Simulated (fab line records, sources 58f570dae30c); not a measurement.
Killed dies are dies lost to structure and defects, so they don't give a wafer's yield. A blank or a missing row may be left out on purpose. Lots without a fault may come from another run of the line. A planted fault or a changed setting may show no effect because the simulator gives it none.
Problem report in the 8D (eight disciplines) form, filled by code | flow berkeley_cmos170 | the parts of the form that need people (team, actions taken, sign-off) are left out

1. THE PROBLEM
PSD_TW at UCB170_PSD_TW_MEAS_10 reads a mean of 1768 on 6 wafers of 2 lots; wafers without a fault read 2346 with a standard deviation of 24. That is -24 standard deviations from the usual mean.
First seen on wafer L816.1, day 10 01:19, on film_metro-04. The record holds 42 wafers of 14 lots with a number at this step. Rule for "out", or "out of limits": more than 4 standard deviations from the usual mean. The other wafers with a number count as sound.

2. WHAT IT IS AND WHAT IT IS NOT
question                    | is                           | is not
which readings at this step | PSD_TW                       | -
which lots                  | L816, L817                   | L799, L800, L802, L805, L806, L807, L808, L809, L815, L818, L820, L821
which wafers of those lots  | all that have a number       | -
read on which gauges        | film_metro-02, film_metro-04 | film_metro-03
when                        | from day 10 01:19            | up to then (24 sound wafers); but 12 sound wafers of L815, L818, L820, L821 came after

3. SUSPECTS, AND WHAT RULES EACH OUT
Counting: a tool at a process step up to the reading stays a suspect if it ran every lot that is out and no sound lot after the first of them.
- the gauge at UCB170_PSD_TW_MEAS_10: ruled out. The wafers that are out were read on 2 gauges (film_metro-02, film_metro-04).
- implanter-01 at UCB170_PSD_IMPLANT_08: kept. It ran every lot that is out, first L816 (day 10 01:04), and no sound lot after that; its last sound lot up to then is L806 (day 8 14:08). Its own readings are out on those wafers: dose_ions_cm2, end_station_pressure_torr, faraday_current_uA.
- plasma_asher-04 at UCB170_PSD_STRIP_09 (strips in O2): ruled out as a lasting fault. Sound lots L820 ran on it after its first lot that is out, L816 (day 10 01:13).
Left after counting: implanter-01 at UCB170_PSD_IMPLANT_08.

4. THE CAUSE (what the simulator had put in)
Process parameter drift: implanter-01, from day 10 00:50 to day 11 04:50, at UCB170_PSD_IMPLANT_08. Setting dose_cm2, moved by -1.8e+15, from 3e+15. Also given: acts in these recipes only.
Counting left only this tool.

5. THE CHAIN OF EFFECTS, in route order
Each row: a reading whose mean over the struck wafers that have a number lies more than 3 standard deviations from the usual. Only readings for which the record gives a usual standard deviation are gone through. hours: the time from each lot's start at the first step in this table that gives one to its start at this step, as a median over the lots. sigmas: the change in usual standard deviations.
hours | step                       | reading                   | usual         | on struck wafers | change    | sigmas
0     | UCB170_PSD_IMPLANT_08      | dose_ions_cm2             | 3e+15         | 1e+15            | -2e+15    | -99 or more
0     | UCB170_PSD_IMPLANT_08      | end_station_pressure_torr | 1.27e-05 Torr | 8.08e-06         | -4.62e-06 | -7.4
0     | UCB170_PSD_IMPLANT_08      | faraday_current_uA        | 9258          | 3733             | -5525     | -31
0     | UCB170_PSD_STRIP_09        | oes_product_au            | 0.600 a.u.    | 0.736            | +0.136    | +27
0     | UCB170_PSD_STRIP_09        | strip_time_to_endpoint_s  | 29.39 s       | 21.59            | -7.80     | -99 or more
0     | UCB170_PSD_TW_MEAS_10      | PSD_TW                    | 2346          | 1768             | -578      | -24
4     | UCB170_SDANNEAL_RS_MEAS_02 | PSD_RS                    | 75.41 ohm/sq  | 145.06           | +69.65    | +99 or more
The process steps in it:
- UCB170_PSD_IMPLANT_08
- UCB170_PSD_STRIP_09: strips in O2.

6. WHAT WOULD HAVE CAUGHT IT SOONER
In this record the first reading out of limits at a measuring or inspecting step was taken at day 10 01:19, 0 hours after the fault began at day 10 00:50.
The tool's own readings at UCB170_PSD_IMPLANT_08 were out on every struck wafer that the step has a row for (dose_ions_cm2, end_station_pressure_torr, faraday_current_uA): an alarm limit on them would have fired on the first of those.
Of the lots that are out (2), L817 began UCB170_PSD_IMPLANT_08 on implanter-01 after day 10 01:19. A hold on the tool at that time would have spared it.
